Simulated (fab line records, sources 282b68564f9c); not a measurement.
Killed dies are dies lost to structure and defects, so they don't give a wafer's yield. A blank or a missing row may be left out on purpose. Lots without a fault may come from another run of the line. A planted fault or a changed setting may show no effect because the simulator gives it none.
Which tool did it? | flow rit_cmos | 15 lots, 45 wafers sampled, at 2 steps of a route of 202

WHAT THE GAUGES READ, wafer by wafer
The record holds no reading of a measuring or inspecting step that can be judged against a usual standard deviation.

WHICH TOOL RAN EACH LOT (tool, then ch and the chambers of the sampled wafers, then the start)
lot  | RIT_M1_STRIP_13                | RIT_M1_PROBE_99
L960 | wet_bench-04 ch 1, day 3 10:52 | prober-01, day 3 12:57
L961 | wet_bench-03 ch 1, day 3 12:47 | prober-02, day 3 15:40
L962 | wet_bench-04 ch 3, day 3 22:04 | prober-01, day 4 01:43
L963 | wet_bench-01 ch 1, day 3 23:20 | prober-02, day 4 01:40
L964 | wet_bench-04 ch 1, day 4 03:28 | prober-02, day 4 05:57
L966 | wet_bench-01 ch 1, day 4 14:43 | prober-02, day 4 16:49
L967 | wet_bench-01 ch 0, day 4 18:46 | prober-01, day 4 20:56
L968 | wet_bench-01 ch 1, day 5 01:27 | prober-02, day 5 03:32
L969 | wet_bench-03 ch 0, day 5 04:22 | prober-01, day 5 07:08
L973 | wet_bench-03 ch 1, day 6 01:11 | prober-01, day 6 03:40
L977 | wet_bench-04 ch 0, day 6 18:44 | prober-01, day 6 20:55
L978 | wet_bench-03 ch 0, day 7 06:35 | prober-02, day 7 09:35
L979 | wet_bench-03 ch 3, day 7 08:01 | prober-01, day 7 10:53
L980 | wet_bench-03 ch 3, day 7 10:11 | prober-02, day 7 12:26
L981 | wet_bench-04 ch 3, day 7 16:01 | prober-01, day 7 18:07
- RIT_M1_STRIP_13: strips in nmp, time 600 s.
- RIT_M1_PROBE_99

WHAT THE TOOLS THEMSELVES READ (means of the sampled wafers that have a number; where no wafer has one, the mark that the record gives instead)
RIT_M1_STRIP_13. Usual: bath_guard_temp_C 80.0 C, standard deviation 0.37; bath_heat_duty_pct 18.5 %, standard deviation 2.2.
lot  | tool         | bath_guard_temp_C (C) | bath_heat_duty_pct (%) | flag
L960 | wet_bench-04 | 80.0                  | 17.6                   |
L961 | wet_bench-03 | 79.5                  | 20.7                   |
L962 | wet_bench-04 | 79.5                  | 19.0                   |
L963 | wet_bench-01 | 79.9                  | 16.9                   |
L964 | wet_bench-04 | 80.0                  | 17.5                   |
L966 | wet_bench-01 | 80.2                  | 17.3                   |
L967 | wet_bench-01 | -                     | -                      | OFF
L968 | wet_bench-01 | -                     | -                      | OFF
L969 | wet_bench-03 | -                     | -                      | OFF
L973 | wet_bench-03 | 79.4                  | 21.2                   |
L977 | wet_bench-04 | 80.1                  | 17.6                   |
L978 | wet_bench-03 | 80.2                  | 19.1                   |
L979 | wet_bench-03 | 80.0                  | 16.3                   |
L980 | wet_bench-03 | 80.0                  | 16.9                   |
L981 | wet_bench-04 | 79.6                  | 20.7                   |

RIT_M1_PROBE_99. Usual: defect_limited_yield 97.3 %, standard deviation 1.2; killed_at_M0_to_M3 0.0, standard deviation 0.12; killed_at_contacts 0.1, standard deviation 0.31; killed_at_front_end 7, standard deviation 3.2; killed_dies 7, standard deviation 3.2; killed_open 3.6, standard deviation 2.1; killed_short 3.5, standard deviation 2.1; sort_bin_3_pad_short 0.1 %, standard deviation 0.21; sort_bin_5_function 1.6 %, standard deviation 0.88; sort_bin_6_memory 1.0 %, standard deviation 0.66; sort_n_pass 257, standard deviation 3.2; sort_yield_pct 97.3 %, standard deviation 1.2.
lot  | tool      | defect_limited_yield (%) | killed_at_M0_to_M3 | killed_at_contacts | killed_at_front_end | killed_dies | killed_open | killed_short | sort_bin_3_pad_short (%) | sort_bin_5_function (%) | sort_bin_6_memory (%) | sort_n_pass | sort_yield_pct (%) | flag
L960 | prober-01 | 98.3                     | 0.0                | 0.0                | 4                   | 4           | 2.0         | 2.3          | 0.3                      | 0.9                     | 0.5                   | 260         | 98.3               |
L961 | prober-02 | 98.6                     | 0.0                | 0.0                | 4                   | 4           | 1.7         | 2.0          | 0.0                      | 1.0                     | 0.4                   | 260         | 98.6               |
L962 | prober-01 | 95.3                     | 0.0                | 0.0                | 12                  | 12          | 5.7         | 5.7          | 0.1                      | 2.8                     | 1.8                   | 252         | 95.3               |
L963 | prober-02 | 98.2                     | 0.0                | 0.3                | 4                   | 5           | 1.7         | 3.0          | 0.4                      | 1.3                     | 0.1                   | 259         | 98.2               |
L964 | prober-02 | 97.2                     | 0.0                | 0.0                | 7                   | 7           | 3.7         | 3.7          | 0.1                      | 1.8                     | 0.9                   | 257         | 97.2               |
L966 | prober-02 | 98.5                     | 0.0                | 0.0                | 4                   | 4           | 1.7         | 2.3          | 0.0                      | 0.5                     | 1.0                   | 260         | 98.5               |
L967 | prober-01 | 97.3                     | 0.0                | 0.0                | 7                   | 7           | 3.7         | 3.3          | 0.3                      | 1.8                     | 0.6                   | 257         | 97.3               |
L968 | prober-02 | 95.9                     | 0.0                | 0.0                | 11                  | 11          | 6.7         | 4.0          | 0.1                      | 2.1                     | 1.8                   | 253         | 95.9               |
L969 | prober-01 | 97.2                     | 0.0                | 0.0                | 7                   | 7           | 4.7         | 2.7          | 0.1                      | 2.2                     | 0.5                   | 257         | 97.2               |
L973 | prober-01 | 97.3                     | 0.0                | 0.0                | 7                   | 7           | 2.3         | 4.7          | 0.0                      | 1.4                     | 1.3                   | 257         | 97.3               |
L977 | prober-01 | 97.6                     | 0.0                | 0.0                | 6                   | 6           | 4.0         | 2.3          | 0.1                      | 1.5                     | 0.8                   | 258         | 97.6               |
L978 | prober-02 | 97.2                     | 0.0                | 0.0                | 7                   | 7           | 2.7         | 4.7          | 0.1                      | 1.7                     | 1.0                   | 257         | 97.2               |
L979 | prober-01 | 96.8                     | 0.0                | 0.0                | 8                   | 8           | 4.7         | 3.7          | 0.0                      | 2.0                     | 1.2                   | 256         | 96.8               |
L980 | prober-02 | 97.7                     | 0.0                | 0.0                | 6                   | 6           | 1.0         | 5.0          | 0.0                      | 0.9                     | 1.4                   | 258         | 97.7               |
L981 | prober-01 | 96.7                     | 0.3                | 0.7                | 8                   | 9           | 5.7         | 3.0          | 0.3                      | 2.0                     | 1.0                   | 255         | 96.7               |

THE ANSWER, worked out from the rows above alone
Rule: a lot is off if the mean of its wafers that have a number lies more than 3 standard deviations from the usual mean. A lot without any number at a reading at which 4 lots or more have one is off too. The other lots that the step has rows for count as sound. The gauges are gone through in route order, then the tools' own readings, and for those a lot's mean is taken as printed above. The first step at which some lot is off is used, and at that step the reading that is off furthest; a lot without a number counts as furthest.
Off: L967, L968, L969, at RIT_M1_STRIP_13 (bath_guard_temp_C). Without a number there: L967, L968, L969.
A tool fits if, at that step or a process step before it, it ran every lot that is off, and no sound lot after the first of them. None of those tried fits.

WHAT THE SIMULATOR HAD PUT IN
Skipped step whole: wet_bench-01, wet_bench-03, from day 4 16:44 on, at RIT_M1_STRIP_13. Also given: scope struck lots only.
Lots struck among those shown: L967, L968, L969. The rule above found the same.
